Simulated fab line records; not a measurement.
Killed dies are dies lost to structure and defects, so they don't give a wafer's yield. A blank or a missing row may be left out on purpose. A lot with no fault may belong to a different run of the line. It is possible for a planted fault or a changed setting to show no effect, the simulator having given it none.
Chamber matching / flow rit_cmos / rie_si-02 running RIT_GATE_ETCH_19: 4 sister chambers
The step etches poly-Si in SF6/CHF3/O2, stops on SiO2, time 165 s, target depth 312.5 nm. 8 wafers are shown with their chamber, then 7 later ones without.

== WAFERS, EACH WITH ITS CHAMBER ==
wafer=L988.4; chamber=3; throttle_valve_pct (%)=10.35; oes_product_au (a.u.)=0.848
wafer=L990.2; chamber=2; throttle_valve_pct (%)=10.05; oes_product_au (a.u.)=0.846
wafer=L990.4; chamber=0; throttle_valve_pct (%)=10.07; oes_product_au (a.u.)=0.825
wafer=L104.1; chamber=1; throttle_valve_pct (%)=10.29; oes_product_au (a.u.)=0.846
wafer=L104.4; chamber=2; throttle_valve_pct (%)=10.05; oes_product_au (a.u.)=0.841
wafer=L104.6; chamber=1; throttle_valve_pct (%)=10.30; oes_product_au (a.u.)=0.848
wafer=L105.2; chamber=0; throttle_valve_pct (%)=10.07; oes_product_au (a.u.)=0.828
wafer=L105.3; chamber=3; throttle_valve_pct (%)=10.38; oes_product_au (a.u.)=0.850

== WAFERS MISSING THEIR CHAMBER ==
wafer=L105.5; throttle_valve_pct (%)=10.07; oes_product_au (a.u.)=0.860
wafer=L106.2; throttle_valve_pct (%)=10.37; oes_product_au (a.u.)=0.841
wafer=L106.3; throttle_valve_pct (%)=10.07; oes_product_au (a.u.)=0.856
wafer=L106.6; throttle_valve_pct (%)=10.32; oes_product_au (a.u.)=0.863
wafer=L108.1; throttle_valve_pct (%)=10.07; oes_product_au (a.u.)=0.831
wafer=L108.2; throttle_valve_pct (%)=10.35; oes_product_au (a.u.)=0.854
wafer=L108.3; throttle_valve_pct (%)=10.07; oes_product_au (a.u.)=0.853

== WHICH CHAMBER EACH ONE RAN IN ==
wafer=L105.5; from the rows above=2; in truth=2
wafer=L106.2; from the rows above=3; in truth=3
wafer=L106.3; from the rows above=2; in truth=2
wafer=L106.6; from the rows above=can't be placed: 3 or 1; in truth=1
wafer=L108.1; from the rows above=0; in truth=0
wafer=L108.2; from the rows above=3; in truth=3
wafer=L108.3; from the rows above=2; in truth=2
6 of 7 placed correctly. From these rows, 1 cannot be placed; in 1 the true chamber is one of the candidates. Number placed wrongly: 0.
How it was worked out, from the rows above alone: a wafer's distance from a chamber is the root of the sum, over the readings, of the square of ((its reading less the chamber's mean) divided by the reading's scatter). If the next closest chamber is less than 2 further off than the closest, the wafer can't be placed; otherwise it belongs to the closest. Each chamber's mean is taken over the wafers shown for it. The scatter: the root of (the sum of the squares of (reading less its chamber's mean) over the shown wafers, divided by (wafers less chambers)).
